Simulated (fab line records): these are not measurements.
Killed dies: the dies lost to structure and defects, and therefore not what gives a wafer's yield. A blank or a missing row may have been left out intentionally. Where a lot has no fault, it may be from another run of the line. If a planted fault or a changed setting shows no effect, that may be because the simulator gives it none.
What tool caused it? ; flow ritCmos ; Sampling: 7 lots, 21 wafers, 2 of 202 route steps

WHAT THE GAUGES READ, wafer by wafer
RIT_GATE_THK_MEAS_07.
lot;measured;on;GATE_OXIDE_THK (nm)
L910;day 2 18:03;filmMetro-04;3.13 2.96 3.06
L913;day 3 08:14;filmMetro-04;3.11 3.01 3.00
L915;day 3 21:26;filmMetro-01;3.70 3.67 3.71
L923;day 5 13:15;filmMetro-01;3.02 2.97 3.01
L926;day 6 04:33;filmMetro-04;3.10 3.11 3.08
L928;day 6 10:43;filmMetro-03;3.00 2.99 2.97
L931;day 7 06:24;filmMetro-01;2.97 2.98 2.97

WHICH TOOL RAN EACH LOT (tool, then ch and the chambers of the sampled wafers, then the start)
lot;RIT_GATE_OXIDATION_05
L910;furnace-01 ch 0, day 2 15:59
L913;furnace-04 ch 0, day 3 06:55
L915;furnace-01 ch 0, day 3 20:06
L923;furnace-03 ch 0, day 5 11:03
L926;furnace-01 ch 0, day 6 02:58
L928;furnace-03 ch 0, day 6 08:28
L931;furnace-04 ch 0, day 7 02:56
- RIT_GATE_OXIDATION_05: target thk 3 nm, ox time 270 s.

THE ANSWER, worked out from the rows above alone
Rule: the lots themselves supply what counts as usual. The widest of any qualifying gaps counts: lots, ordered by their means at a reading, are off when they make up no more than a third of the lots, leave a main group of 4 or more, and stand apart from it by 3 or more times the standard deviation of that group's means. If all means in a main group match to the digits the tables above print for the reading, that group is not used. A lot without any number at a reading at which 4 lots or more have one is off too. The other lots that the step has rows for count as sound.
Off: at RIT_GATE_THK_MEAS_07 (GATE_OXIDE_THK), L915. The main group: mean 3.02 nm, standard deviation 0.042.
A tool fits if, at a process step before that reading, it ran every lot that is off, and no sound lot after the first of them. Those tools and the gauges at RIT_GATE_THK_MEAS_07 are tried in the same way. None of those tried fits.

WHAT THE SIMULATOR HAD PUT IN
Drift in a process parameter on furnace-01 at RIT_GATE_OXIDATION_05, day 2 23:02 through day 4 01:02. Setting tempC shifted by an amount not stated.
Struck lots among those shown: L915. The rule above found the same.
